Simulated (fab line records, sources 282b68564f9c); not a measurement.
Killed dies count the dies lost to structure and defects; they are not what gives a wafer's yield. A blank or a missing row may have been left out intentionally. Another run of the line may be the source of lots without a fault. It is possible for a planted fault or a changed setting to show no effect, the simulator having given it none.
fab line records -- flow rit-cmos
record lots=5, wafers=15, last-day=7
route steps=202 shown NSD@138 PSD@142 SDANNEAL@153 PLDD@159 NLDD@160 SILICIDE@161 CONTACT@168 M1@202
lots with no fault: from the same line, run without faults
start-h: the number of hours between the record's first day and the start of the first shown wafer of the lot -- wait-h: time in hours since the lot's previous step -- " identical to the entry in the row above -- L1.1+2: one row covering several wafers at once -- - no value present, or no start provided -- * or withheld: withheld -- < > ~ a bound
route shown NAME@n: NAME is a module with steps in the file, n the number in the route of the first one -- usual: mean/standard deviation of fault-free wafers -- same: alike in all rows -- chamber/n: place in a boat -- sites: each site's reading -- _std_site: the values' standard deviation -- _edge_site: inner sites' mean taken away from outer sites' mean -- radius-mm: for every site, how far away it sits from the centre of the wafer -- mask NAME#n: copy n -- behind: the last tool/chamber to shape the wafer -- hold: why the lot went on hold/how many hours it stayed there/how the hold came to an end -- device: the n, p or np transistor that did not switch -- end of line: tests of these same wafers at the route's end -- a step with no rows: only its recipe -- killed: dies that structure and defects cost at the first sort, which is not the same as the wafer's yield -- map: per-die view of a wafer (x killed, . not killed, _ where there is no die)
set.NAME: the run value of the setting; set.NAME@STEP: its run value at that earlier step -- model.NAME: the simulator's own value behind a step, which no gauge read
lots seen at some steps along the route; tables by step, rows by wafer
services: a tool's chamber out of use, with start hour (start-h, from the record's first day; less than 0 if before it), hours out, and reason
## steps
# step RIT_NSD_HARDBAKE_07
# recipe resist=NOVOLAK, temp-c=140, time-s=60
# step RIT_NSD_IMPLANT_08
# recipe species=P, energy-kev=25, dose-cm2=1e+15, tilt-deg=7
# step RIT_NSD_STRIP_09
# recipe chemistry=O2, time-s=180, resist=NOVOLAK, platen-temp-c=withheld, power-w=500, pressure-mtorr=4000, o2-flow-sccm=4000
# step RIT_NSD_TW_MEAS_10
# usual NSD_TW=3083/30
lot.wafer,tool,chamber,start-h,wait-h,NSD_TW
L321.3,film-metro-03,-,58.42,0.1,3063
L321.4,film-metro-03,-,58.42,0.1,3088
L321.6,film-metro-03,-,58.42,0.1,3066
L327.2,film-metro-03,-,87.97,0.1,3081
L327.3,film-metro-03,-,87.97,0.1,3074
L327.4,film-metro-03,-,87.97,0.1,3077
L328.3,film-metro-04,-,94.34,0.1,3113
L328.4,film-metro-04,-,94.34,0.1,3120
L328.6,film-metro-04,-,94.34,0.1,3110
L332.1,film-metro-01,-,112.98,0.1,3039
L332.5,film-metro-01,-,112.98,0.1,3030
L332.6,film-metro-01,-,112.98,0.1,3034
L339.2,film-metro-04,-,147.74,0.1,3145
L339.4,film-metro-04,-,147.74,0.1,3144
L339.5,film-metro-04,-,147.74,0.1,3134
# step RIT_PSD_HMDS_00
# recipe prime-time-s=60, prime-temp-c=140
# step RIT_PSD_COAT_01
# recipe resist=NOVOLAK, spin-rpm=3250, resist-thk-nm=1000
# step RIT_PSD_SOFTBAKE_02
# recipe resist=NOVOLAK, temp-c=90, time-s=60
# step RIT_PSD_EXPOSE_03
# recipe mask-id=M10, na=0.57, target-cd-nm=40900, dose-mj=250
# step RIT_PSD_PEB_04
# recipe resist=NOVOLAK, temp-c=withheld, time-s=withheld
# step RIT_PSD_DEVELOP_05
# recipe resist=NOVOLAK, develop-time-s=50, dev-temp-c=23
# step RIT_PSD_OVL_MEAS_06
# usual PSD_OVL=-0.8/1.3
lot.wafer,tool,chamber,start-h,wait-h,PSD_OVL[nm]
L321.3,overlay-01,-,59.32,-,-1.3
L321.4,overlay-01,-,59.32,-,-0.4
L321.6,overlay-01,-,59.32,-,0.3
L327.2,overlay-02,-,89.00,-,-2.3
L327.3,overlay-02,-,89.00,-,-0.9
L327.4,overlay-02,-,89.00,-,-3.1
L328.3,overlay-02,-,95.57,-,-0.3
L328.4,overlay-02,-,95.57,-,-0.8
L328.6,overlay-02,-,95.57,-,-1.4
L332.1,overlay-02,-,113.89,-,-2.8
L332.5,overlay-02,-,113.89,-,-2.8
L332.6,overlay-02,-,113.89,-,-2.1
L339.2,overlay-02,-,148.65,-,1.2
L339.4,overlay-02,-,148.65,-,1.4
L339.5,overlay-02,-,148.65,-,0.3
# step RIT_PSD_HARDBAKE_07
# recipe resist=NOVOLAK, temp-c=140, time-s=60
# step RIT_PSD_IMPLANT_08
# recipe species=BF2, energy-kev=27, dose-cm2=5e+15, tilt-deg=7
# usual dose-ions-cm2=5e+15/5.9e+12
lot.wafer,tool,chamber,start-h,wait-h,dose-ions-cm2
L321.3,implanter-04,0,59.54,0.1,5.006e+15
L321.4,implanter-04,0,59.54,0.1,5.004e+15
L321.6,implanter-04,0,59.54,0.1,5.004e+15
L327.2,implanter-02,0,89.21,0.1,5.001e+15
L327.3,implanter-02,0,89.21,0.1,5.002e+15
L327.4,implanter-02,0,89.21,0.1,4.995e+15
L328.3,implanter-01,0,95.80,0.1,5.005e+15
L328.4,implanter-01,0,95.80,0.1,4.998e+15
L328.6,implanter-01,0,95.80,0.1,5.007e+15
L332.1,implanter-02,0,114.08,0.1,5.005e+15
L332.5,implanter-02,0,114.08,0.1,5.008e+15
L332.6,implanter-02,0,114.08,0.1,5.001e+15
L339.2,implanter-04,0,148.86,0.1,5e+15
L339.4,implanter-04,0,148.86,0.1,5.002e+15
L339.5,implanter-04,0,148.86,0.1,4.997e+15
# step RIT_PSD_STRIP_09
# recipe chemistry=O2, time-s=180, resist=NOVOLAK, platen-temp-c=withheld, power-w=500, pressure-mtorr=4000, o2-flow-sccm=4000
# usual drypump-motor-current-A=5.5/0.61
lot.wafer,tool,chamber,start-h,wait-h,drypump-motor-current-A,rf-hours-counter-h
L321.3,plasma-asher-04,0,59.70,0.1,6.2,-
L321.4,plasma-asher-04,1,59.70,0.1,4.7,-
L321.6,plasma-asher-04,0,59.70,0.1,6.2,-
L327.2,plasma-asher-03,1,89.33,0.1,6.5,45
L327.3,plasma-asher-03,1,89.33,0.1,6.5,-
L327.4,plasma-asher-03,0,89.33,0.1,5.5,-
L328.3,plasma-asher-03,0,95.96,0.1,5.6,-
L328.4,plasma-asher-03,1,95.96,0.1,6.6,-
L328.6,plasma-asher-03,0,95.96,0.1,5.5,-
L332.1,plasma-asher-03,1,114.23,0.1,6.6,48
L332.5,plasma-asher-03,1,114.23,0.1,6.6,-
L332.6,plasma-asher-03,0,114.23,0.1,5.6,-
L339.2,plasma-asher-01,0,148.98,0.1,5.4,3
L339.4,plasma-asher-01,1,148.98,0.1,5.0,-
L339.5,plasma-asher-01,0,148.98,0.1,5.4,-
# step RIT_PSD_TW_MEAS_10
# usual PSD_TW=3385/35
lot.wafer,tool,chamber,start-h,wait-h,PSD_TW
L321.3,film-metro-03,-,59.84,0.1,3366
L321.4,film-metro-03,-,59.84,0.1,3368
L321.6,film-metro-03,-,59.84,0.1,3391
L327.2,film-metro-01,-,89.52,0.1,3350
L327.3,film-metro-01,-,89.52,0.1,3343
L327.4,film-metro-01,-,89.52,0.1,3322
L328.3,film-metro-04,-,96.09,0.1,3411
L328.4,film-metro-04,-,96.09,0.1,3420
L328.6,film-metro-04,-,96.09,0.1,3420
L332.1,film-metro-03,-,114.40,0.1,3360
L332.5,film-metro-03,-,114.40,0.1,3342
L332.6,film-metro-03,-,114.40,0.1,3342
L339.2,film-metro-01,-,149.17,0.1,3349
L339.4,film-metro-01,-,149.17,0.1,3361
L339.5,film-metro-01,-,149.17,0.1,3360
# step RIT_SDANNEAL_CLEAN_00
# recipe chemistry=SC1, mix=3:3:50, time-s=600, temp-c=75
# step RIT_SDANNEAL_CLEAN_01
# recipe chemistry=dHF, dilution=50:1, time-s=30
# step RIT_SDANNEAL_CLEAN_02
# recipe chemistry=SC2, mix=3:3:50, time-s=600, temp-c=75, dry=n2-spin
# step RIT_SDANNEAL_RTA_03
# recipe temp-c=1050, time-s=5, idle-temp-c=600, ramp-up-c-per-s=342, ramp-down-c-per-s=171, cool-to-c=600, ambient=N2
# usual wafer_temp_C_max=1053.6/1.2
lot.wafer,tool,chamber,start-h,wait-h,wafer_temp_C_max
L321.3,rtp-anneal-02,0,60.39,0.0,1052.0
L321.4,rtp-anneal-02,0,60.39,0.0,1054.5
L321.6,rtp-anneal-02,0,60.39,0.0,1054.5
L327.2,rtp-anneal-02,0,89.94,0.0,1054.3
L327.3,rtp-anneal-02,0,89.94,0.0,1053.1
L327.4,rtp-anneal-02,0,89.94,0.0,1056.2
L328.3,rtp-anneal-01,0,96.52,0.0,1052.8
L328.4,rtp-anneal-01,0,96.52,0.0,1053.2
L328.6,rtp-anneal-01,0,96.52,0.0,1054.8
L332.1,rtp-anneal-01,0,114.86,0.0,1054.7
L332.5,rtp-anneal-01,0,114.86,0.0,1053.4
L332.6,rtp-anneal-01,0,114.86,0.0,1055.1
L339.2,rtp-anneal-01,0,149.60,0.0,1053.6
L339.4,rtp-anneal-01,0,149.60,0.0,1053.7
L339.5,rtp-anneal-01,0,149.60,0.0,1052.1
# step RIT_SDANNEAL_RS_MEAS_04
# recipe thk-meas-gauge=four-point-probe
# usual PSD_RS=115.96/0.28
lot.wafer,tool,chamber,start-h,wait-h,PSD_RS[ohm/sq]
L321.3,film-metro-04,-,60.47,0.1,115.26
L321.4,film-metro-04,-,60.47,0.1,115.39
L321.6,film-metro-04,-,60.47,0.1,115.66
L327.2,film-metro-03,-,90.01,0.1,116.04
L327.3,film-metro-03,-,90.01,0.1,115.95
L327.4,film-metro-03,-,90.01,0.1,116.04
L328.3,film-metro-04,-,96.60,0.1,115.83
L328.4,film-metro-04,-,96.60,0.1,115.84
L328.6,film-metro-04,-,96.60,0.1,115.80
L332.1,film-metro-04,-,114.92,0.0,116.23
L332.5,film-metro-04,-,114.92,0.0,116.53
L332.6,film-metro-04,-,114.92,0.0,116.55
L339.2,film-metro-03,-,149.72,0.1,115.40
L339.4,film-metro-03,-,149.72,0.1,115.89
L339.5,film-metro-03,-,149.72,0.1,115.50
# step RIT_SDANNEAL_RS_MEAS_05
# recipe thk-meas-gauge=four-point-probe
# usual NSD_RS=84.63/0.29
lot.wafer,tool,chamber,start-h,wait-h,NSD_RS[ohm/sq]
L321.3,film-metro-04,-,60.59,0.1,84.63
L321.4,film-metro-04,-,60.59,0.1,84.95
L321.6,film-metro-04,-,60.59,0.1,84.56
L327.2,film-metro-03,-,90.13,0.1,84.10
L327.3,film-metro-03,-,90.13,0.1,84.81
L327.4,film-metro-03,-,90.13,0.1,84.45
L328.3,film-metro-04,-,96.72,0.1,84.36
L328.4,film-metro-04,-,96.72,0.1,84.38
L328.6,film-metro-04,-,96.72,0.1,84.25
L332.1,film-metro-04,-,115.04,0.1,84.49
L332.5,film-metro-04,-,115.04,0.1,84.43
L332.6,film-metro-04,-,115.04,0.1,84.13
L339.2,film-metro-03,-,149.84,0.1,84.96
L339.4,film-metro-03,-,149.84,0.1,85.16
L339.5,film-metro-03,-,149.84,0.1,84.90
# step RIT_SDANNEAL_RS_MEAS_06
# recipe thk-meas-gauge=four-point-probe
# usual PLDD_RS=178.7/0.53
lot.wafer,tool,chamber,start-h,wait-h,PLDD_RS[ohm/sq]
L321.3,film-metro-04,-,60.71,0.1,179.2
L321.4,film-metro-04,-,60.71,0.1,178.6
L321.6,film-metro-04,-,60.71,0.1,178.8
L327.2,film-metro-03,-,90.25,0.1,178.3
L327.3,film-metro-03,-,90.25,0.1,178.3
L327.4,film-metro-03,-,90.25,0.1,178.0
L328.3,film-metro-04,-,96.84,0.1,178.1
L328.4,film-metro-04,-,96.84,0.1,178.0
L328.6,film-metro-04,-,96.84,0.1,178.3
L332.1,film-metro-04,-,115.16,0.1,178.3
L332.5,film-metro-04,-,115.16,0.1,178.4
L332.6,film-metro-04,-,115.16,0.1,178.9
L339.2,film-metro-03,-,149.96,0.1,178.7
L339.4,film-metro-03,-,149.96,0.1,179.2
L339.5,film-metro-03,-,149.96,0.1,178.2
# step RIT_SDANNEAL_RS_MEAS_07
# recipe thk-meas-gauge=four-point-probe
# usual NLDD_RS=151.8/0.51
lot.wafer,tool,chamber,start-h,wait-h,NLDD_RS[ohm/sq]
L321.3,film-metro-04,-,60.83,0.1,151.1
L321.4,film-metro-04,-,60.83,0.1,151.4
L321.6,film-metro-04,-,60.83,0.1,150.9
L327.2,film-metro-03,-,90.37,0.1,151.0
L327.3,film-metro-03,-,90.37,0.1,151.4
L327.4,film-metro-03,-,90.37,0.1,151.5
L328.3,film-metro-04,-,96.96,0.1,152.8
L328.4,film-metro-04,-,96.96,0.1,151.9
L328.6,film-metro-04,-,96.96,0.1,151.6
L332.1,film-metro-04,-,115.28,0.1,150.7
L332.5,film-metro-04,-,115.28,0.1,151.3
L332.6,film-metro-04,-,115.28,0.1,151.6
L339.2,film-metro-03,-,150.08,0.1,152.4
L339.4,film-metro-03,-,150.08,0.1,152.8
L339.5,film-metro-03,-,150.08,0.1,152.5
# step RIT_SILICIDE_WET_ETCH_00
# recipe chemistry=BOE, target=SiO2, target-depth-nm=14, time-s=15, dry=n2-spin, dilution=10:1, temp-c=21.5
# step RIT_SILICIDE_SPUTTER_01
# recipe material=Ti, target-thk-nm=30, power-w=350, chamber-pressure-pa=0.667, gas=Ar, time-s=240, substrate-temp-c=25
# usual throttle-valve-pct=30.1/0.72
lot.wafer,tool,chamber,start-h,wait-h,throttle-valve-pct
L321.3,pvd-sputter-03,-,60.92,0.0,29.6
L321.4,pvd-sputter-03,-,60.92,0.0,30.0
L321.6,pvd-sputter-03,-,60.92,0.0,30.0
L327.2,pvd-sputter-02,-,90.52,0.0,30.4
L327.3,pvd-sputter-02,-,90.52,0.0,31.0
L327.4,pvd-sputter-02,-,90.52,0.0,29.1
L328.3,pvd-sputter-03,-,97.05,0.0,30.2
L328.4,pvd-sputter-03,-,97.05,0.0,30.3
L328.6,pvd-sputter-03,-,97.05,0.0,30.1
L332.1,pvd-sputter-03,-,115.41,0.0,29.6
L332.5,pvd-sputter-03,-,115.41,0.0,30.2
L332.6,pvd-sputter-03,-,115.41,0.0,30.3
L339.2,pvd-sputter-02,-,150.19,0.0,31.0
L339.4,pvd-sputter-02,-,150.19,0.0,30.9
L339.5,pvd-sputter-02,-,150.19,0.0,29.4
# step RIT_SILICIDE_RS_MEAS_02
# recipe thk-meas-gauge=four-point-probe, reads=Ti_of_SILICIDE_SPUTTER_01
# usual SILICIDE_TI_RS=47.8/0.64
lot.wafer,tool,chamber,start-h,wait-h,SILICIDE_TI_RS[ohm/sq]
L321.3,film-metro-02,-,61.11,0.1,48.6
L321.4,film-metro-02,-,61.11,0.1,48.7
L321.6,film-metro-02,-,61.11,0.1,48.1
L327.2,film-metro-02,-,90.69,0.1,46.6
L327.3,film-metro-02,-,90.69,0.1,47.5
L327.4,film-metro-02,-,90.69,0.1,46.7
L328.3,film-metro-02,-,97.24,0.1,47.1
L328.4,film-metro-02,-,97.24,0.1,47.2
L328.6,film-metro-02,-,97.24,0.1,46.9
L332.1,film-metro-02,-,115.56,0.1,47.0
L332.5,film-metro-02,-,115.56,0.1,47.7
L332.6,film-metro-02,-,115.56,0.1,48.2
L339.2,film-metro-04,-,150.36,0.1,48.0
L339.4,film-metro-04,-,150.36,0.1,48.7
L339.5,film-metro-04,-,150.36,0.1,48.2
# step RIT_SILICIDE_THK_MEAS_03
# recipe thk-meas-gauge=xrf, reads=Ti_of_SILICIDE_SPUTTER_01
# usual SILICIDE_TI_THK=30.4/0.35
lot.wafer,tool,chamber,start-h,wait-h,SILICIDE_TI_THK[nm]
L321.3,film-metro-02,-,61.21,0.1,30.1
L321.4,film-metro-02,-,61.21,0.1,30.2
L321.6,film-metro-02,-,61.21,0.1,30.4
L327.2,film-metro-02,-,90.80,0.1,30.9
L327.3,film-metro-02,-,90.80,0.1,30.6
L327.4,film-metro-02,-,90.80,0.1,30.9
L328.3,film-metro-02,-,97.34,0.1,30.6
L328.4,film-metro-02,-,97.34,0.1,30.7
L328.6,film-metro-02,-,97.34,0.1,30.9
L332.1,film-metro-02,-,115.68,0.1,30.8
L332.5,film-metro-02,-,115.68,0.1,30.3
L332.6,film-metro-02,-,115.68,0.1,30.1
L339.2,film-metro-04,-,150.47,0.1,30.1
L339.4,film-metro-04,-,150.47,0.1,29.8
L339.5,film-metro-04,-,150.47,0.1,30.1
# step RIT_SILICIDE_RTA_04
# recipe temp-c=650, time-s=10, idle-temp-c=25, ramp-up-s=5, ramp-down-s=5, cool-to-c=25, ambient=N2
# usual wafer_temp_C_max=653.5/0.61
lot.wafer,tool,chamber,start-h,wait-h,wafer_temp_C_max
L321.3,rtp-anneal-01,0,61.28,0.1,652.5
L321.4,rtp-anneal-01,0,61.28,0.1,654.2
L321.6,rtp-anneal-01,0,61.28,0.1,653.2
L327.2,rtp-anneal-01,0,90.86,0.1,652.9
L327.3,rtp-anneal-01,0,90.86,0.1,655.2
L327.4,rtp-anneal-01,0,90.86,0.1,653.4
L328.3,rtp-anneal-02,0,97.40,0.1,653.2
L328.4,rtp-anneal-02,0,97.40,0.1,653.1
L328.6,rtp-anneal-02,0,97.40,0.1,653.0
L332.1,rtp-anneal-02,0,115.74,0.1,653.1
L332.5,rtp-anneal-02,0,115.74,0.1,652.7
L332.6,rtp-anneal-02,0,115.74,0.1,654.0
L339.2,rtp-anneal-02,0,150.53,0.1,653.2
L339.4,rtp-anneal-02,0,150.53,0.1,653.5
L339.5,rtp-anneal-02,0,150.53,0.1,653.8
# step RIT_SILICIDE_WET_ETCH_05
# recipe chemistry=SPM, target=Ti, temp-c=90, time-s=120, dry=n2-spin
# step RIT_SILICIDE_RTA_06
# recipe temp-c=750, time-s=10, idle-temp-c=25, ramp-up-s=5, ramp-down-s=10, cool-to-c=25, ambient=N2
# step RIT_CONTACT_CVD_00
# recipe material=SiO2, target-thk-nm=400, precursor=TEOS, temp-c=390, time-s=61, rf-w=400
# step RIT_CONTACT_THK_MEAS_01
# recipe reads=SiO2_of_CONTACT_CVD_00
# usual CONTACT_TEOS_THK=399/5.2
lot.wafer,tool,chamber,start-h,wait-h,CONTACT_TEOS_THK[nm]
L321.3,film-metro-03,-,61.50,0.0,399
L321.4,film-metro-03,-,61.50,0.0,401
L321.6,film-metro-03,-,61.50,0.0,402
L327.2,film-metro-04,-,91.08,0.0,394
L327.3,film-metro-04,-,91.08,0.0,400
L327.4,film-metro-04,-,91.08,0.0,400
L328.3,film-metro-04,-,97.62,0.0,394
L328.4,film-metro-04,-,97.62,0.0,401
L328.6,film-metro-04,-,97.62,0.0,399
L332.1,film-metro-04,-,115.97,0.0,395
L332.5,film-metro-04,-,115.97,0.0,405
L332.6,film-metro-04,-,115.97,0.0,393
L339.2,film-metro-02,-,150.85,0.1,399
L339.4,film-metro-02,-,150.85,0.1,407
L339.5,film-metro-02,-,150.85,0.1,405
# step RIT_CONTACT_HMDS_02
# recipe prime-time-s=60, prime-temp-c=140
# step RIT_CONTACT_COAT_03
# recipe resist=NOVOLAK, spin-rpm=3250, resist-thk-nm=1000
# step RIT_CONTACT_SOFTBAKE_04
# recipe resist=NOVOLAK, temp-c=90, time-s=60
# step RIT_CONTACT_EXPOSE_05
# recipe mask-id=M11, na=0.6, source-shape=conventional, sigma-outer=0.5, target-cd-nm=1000, dose-mj=250
# step RIT_CONTACT_PEB_06
# recipe resist=NOVOLAK, temp-c=withheld, time-s=withheld
# step RIT_CONTACT_DEVELOP_07
# recipe resist=NOVOLAK, develop-time-s=120, dev-temp-c=23
# step RIT_CONTACT_CD_MEAS_08
# recipe target-cd-nm=1000
# usual cd-nm=999.8/2.1
lot.wafer,tool,chamber,start-h,wait-h,cd-nm
L321.3,cd-sem-01,-,62.70,-,996.9
L321.4,cd-sem-01,-,62.70,-,998.8
L321.6,cd-sem-01,-,62.70,-,997.4
L327.2,cd-sem-02,-,92.24,-,996.6
L327.3,cd-sem-02,-,92.24,-,998.8
L327.4,cd-sem-02,-,92.24,-,996.4
L328.3,cd-sem-02,-,98.80,-,1001.0
L328.4,cd-sem-02,-,98.80,-,1001.3
L328.6,cd-sem-02,-,98.80,-,1001.3
L332.1,cd-sem-02,-,117.13,-,998.0
L332.5,cd-sem-02,-,117.13,-,1000.8
L332.6,cd-sem-02,-,117.13,-,1001.8
L339.2,cd-sem-01,-,152.21,-,998.2
L339.4,cd-sem-01,-,152.21,-,998.5
L339.5,cd-sem-01,-,152.21,-,998.0
# step RIT_CONTACT_OVL_MEAS_09
# usual CONTACT_OVL=-1.0/1
lot.wafer,tool,chamber,start-h,wait-h,CONTACT_OVL[nm]
L321.3,overlay-02,-,62.80,0.1,-0.8
L321.4,overlay-02,-,62.80,0.1,-1.2
L321.6,overlay-02,-,62.80,0.1,-1.5
L327.2,overlay-02,-,92.35,0.1,-1.4
L327.3,overlay-02,-,92.35,0.1,-0.7
L327.4,overlay-02,-,92.35,0.1,-2.2
L328.3,overlay-02,-,98.89,0.1,-0.5
L328.4,overlay-02,-,98.89,0.1,-0.9
L328.6,overlay-02,-,98.89,0.1,-1.0
L332.1,overlay-02,-,117.25,0.1,-1.1
L332.5,overlay-02,-,117.25,0.1,-0.3
L332.6,overlay-02,-,117.25,0.1,0.0
L339.2,overlay-02,-,152.32,0.1,-1.6
L339.4,overlay-02,-,152.32,0.1,-2.5
L339.5,overlay-02,-,152.32,0.1,-0.8
# step RIT_CONTACT_HARDBAKE_10
# recipe resist=NOVOLAK, temp-c=140, time-s=60
# step RIT_CONTACT_ETCH_11
# recipe target-depth-a=4800, over-etch-frac=0.2, stop-on=TiSi2, chemistry=CHF3/CF4/Ar, target=SiO2, CHF3_flow_sccm=50, cf4-flow-sccm=10, Ar_flow_sccm=100, O2_flow_sccm=5, pressure-mtorr=100, rf-w=200, time-s=320
# usual drypump-motor-current-A=5.4/0.45, oes-product-au=0.990/0.018, rf-fwd-power-W=199.6/0.64, throttle-valve-pct=8.93/0.16
lot.wafer,tool,chamber,start-h,wait-h,drypump-motor-current-A,oes-product-au,rf-fwd-power-W,rf-hours-counter-h,throttle-valve-pct
L321.3,rie-diel-02,3,62.97,0.1,4.9,1.022,199.2,78,9.20
L321.4,rie-diel-02,2,62.97,0.1,5.2,0.993,199.7,135,8.75
L321.6,rie-diel-02,1,62.97,0.1,5.5,0.988,199.4,-,8.82
L327.2,rie-diel-02,3,92.53,0.1,4.9,1.016,199.6,79,9.19
L327.3,rie-diel-02,2,92.53,0.1,5.2,0.996,199.5,136,8.73
L327.4,rie-diel-02,2,92.53,0.1,5.2,0.995,200.1,-,8.75
L328.3,rie-diel-02,2,99.06,0.1,5.3,0.997,199.7,136,8.77
L328.4,rie-diel-02,3,99.06,0.1,4.9,1.013,199.3,-,9.19
L328.6,rie-diel-02,1,99.06,0.1,5.5,0.981,199.4,-,8.82
L332.1,rie-diel-03,0,117.43,0.1,5.3,0.964,200.4,104,8.83
L332.5,rie-diel-03,2,117.43,0.1,6.3,0.982,199.8,-,9.15
L332.6,rie-diel-03,3,117.43,0.1,5.4,0.992,198.6,-,8.78
L339.2,rie-diel-03,0,152.50,0.1,5.3,0.967,198.4,105,8.83
L339.4,rie-diel-03,1,152.50,0.1,5.2,0.996,199.8,4,9.04
L339.5,rie-diel-03,2,152.50,0.1,6.2,0.978,199.2,-,9.14
# step RIT_M1_PROBE_99
# usual killed-at-contacts=0.1/0.27, killed-at-front-end=6.1/2.9, killed-dies=6.2/2.9, killed-open=3.2/1.9, killed-short=3/1.9
# same gross-dies=264, killed_at_M0_to_M3=0, killed_at_M4_up=0, killed-at-back-side=0, killed-at-other=0
lot.wafer,tool,chamber,start-h,wait-h,killed-at-contacts,killed-at-front-end,killed-dies,killed-open,killed-short,model.etest.pmos_0p15.drive-ua-um-range,model.etest.diode-pplus-nwell.cj-ff-um2-range,model.etest.pmos_0p15.vt-v-range
L321.3,prober-02,-,68.47,0.2,1,9,10,3,7,4.708,0.02266,0.004604
L321.4,prober-02,-,68.52,0.2,0,9,9,6,3,3.495,0.02398,0.006033
L321.6,prober-02,-,68.62,0.2,0,9,9,3,6,2.014,0.03084,0.003448
L327.2,prober-01,-,97.59,0.1,0,1,1,0,1,3.666,0.03809,0.007017
L327.3,prober-01,-,97.64,0.2,0,6,6,3,3,4.969,0.03444,0.005857
L327.4,prober-01,-,97.69,0.2,1,7,8,3,5,3.123,0.03192,0.006752
L328.3,prober-01,-,104.22,0.2,0,5,5,4,1,2.271,0.0351,0.006245
L328.4,prober-01,-,104.27,0.2,0,2,2,1,1,5.559,0.02401,0.00815
L328.6,prober-01,-,104.37,0.2,0,9,9,6,3,2.568,0.02907,0.008543
L332.1,prober-01,-,122.61,0.1,0,2,2,1,1,8.978,0.05007,0.01911
L332.5,prober-01,-,122.81,0.2,0,7,7,5,2,7.576,0.0603,0.01899
L332.6,prober-01,-,122.86,0.2,0,4,4,1,3,8.791,0.0721,0.01605
L339.2,prober-02,-,158.72,0.1,0,5,5,2,3,4.974,0.01607,0.007891
L339.4,prober-02,-,158.82,0.2,0,7,7,3,4,6.532,0.02238,0.005969
L339.5,prober-02,-,158.87,0.2,0,5,5,5,0,5.249,0.02188,0.008128
# killed by level:class
L321.3 GATE:geometric-particle:short=3 REOX:geometric-particle:short=3 GATE:geometric-particle:open=2 CONTACT:geometric-particle:short=1 SPACER:geometric-particle:open=1
L321.4 GATE:geometric-particle:open=3 SPACER:geometric-particle:open=3 SPACER:geometric-particle:short=2 FOX1:geometric-particle:short=1
L321.6 GATE:geometric-particle:short=4 FOX1:geometric-particle:open=2 FOX1:geometric-particle:short=1 GATE:geometric-particle:open=1 REOX:geometric-particle:short=1
L327.2 GATE:geometric-particle:short=1
L327.3 REOX:geometric-particle:open=2 FOX1:geometric-particle:short=1 GATE:geometric-particle:short=1 GATE:geometric-particle:open=1 REOX:geometric-particle:short=1
L327.4 FOX1:geometric-particle:short=2 GATE:geometric-particle:short=2 ACTIVE:geometric-particle:open=1 REOX:geometric-particle:open=1 SPACER:geometric-particle:open=1 CONTACT:geometric-particle:short=1
L328.3 FOX2:geometric-particle:open=2 SPACER:geometric-particle:open=1 SILICIDE:geometric-particle:open=1 SILICIDE:geometric-particle:short=1
L328.4 REOX:geometric-particle:short=1 SILICIDE:geometric-particle:open=1
L328.6 FOX2:geometric-particle:open=2 GATE:geometric-particle:open=2 SILICIDE:geometric-particle:open=2 SILICIDE:geometric-particle:short=2 REOX:geometric-particle:short=1
L332.1 GATE:geometric-particle:short=1 SPACER:geometric-particle:open=1
L332.5 GATE:geometric-particle:open=2 FOX1:geometric-particle:open=1 FOX2:geometric-particle:open=1 GATE:geometric-particle:short=1 REOX:geometric-particle:short=1 SPACER:geometric-particle:open=1
L332.6 GATE:geometric-particle:short=2 FOX2:geometric-particle:open=1 REOX:geometric-particle:short=1
L339.2 GATE:geometric-particle:short=3 REOX:geometric-particle:open=2
L339.4 FOX1:geometric-particle:short=1 GATE:geometric-particle:short=1 REOX:geometric-particle:open=1 SPACER:geometric-particle:open=1 SPACER:geometric-particle:short=1 SILICIDE:geometric-particle:short=1 SILICIDE:geometric-particle:open=1
L339.5 FOX2:geometric-particle:open=1 GATE:geometric-particle:open=1 REOX:geometric-particle:open=1 SPACER:geometric-particle:open=1 SILICIDE:geometric-particle:open=1
## services
tool,chamber,start-h,hours,kind
rie-diel-03,-,47.60,1.2,repair
pvd-sputter-02,-,65.88,0.6,repair
rie-diel-02,-,80.15,2.8,pm
pvd-sputter-02,-,93.38,3.4,repair
rie-diel-02,-,96.14,0.3,repair
plasma-asher-01,-,108.85,9.0,pm
plasma-asher-01,0,108.85,9.0,vent-cycle
plasma-asher-01,1,108.85,9.0,vent-cycle
plasma-asher-01,0,117.85,-,clean
plasma-asher-01,1,117.85,-,clean
pvd-sputter-02,-,122.94,3.8,repair
rie-diel-02,0,126.73,-,clean
rie-diel-02,0,126.73,15.0,scheduled-down
rie-diel-02,0,126.73,15.0,vent-cycle
rtp-anneal-01,-,127.12,3.8,pm
pvd-sputter-03,-,130.94,1.0,repair
rie-diel-02,1,141.74,-,clean
rie-diel-02,1,141.74,16.6,scheduled-down
rie-diel-02,1,141.74,16.6,vent-cycle
rie-diel-03,3,143.22,4.3,repair
implanter-02,-,146.47,5.1,repair
rie-diel-02,-,147.02,0.3,repair
plasma-asher-04,-,151.20,3.0,repair
implanter-04,-,151.42,5.6,pm
## key
first-sign none at tools or gauges
model-effect step=RIT_M1_PROBE_99, value=etest.pmos_0p15.drive-ua-um-range, without=4.713, struck=8.448
met-at RIT_PSD_IMPLANT_08
struck-wafers L332.1,L332.5,L332.6
tester-left-out L332
onset-between 89.21 114.08
also-fits RIT_PSD_STRIP_09:plasma-asher-03,RIT_SILICIDE_SPUTTER_01:pvd-sputter-03
fault kind=process-parameter-drift, tool=implanter-02, chamber=-, onset-h=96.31, steps=RIT_PSD_IMPLANT_08, channel=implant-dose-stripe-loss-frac, offset=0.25, shape=step, end-h=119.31
# tester-left-out: of these lots the tester's yield and bins aren't shown, on N5 and GAA mostly nor the transistor test; their killed dies are dies lost to structure and defects alone, not to doping, threshold or leakage, so they don't give the yield
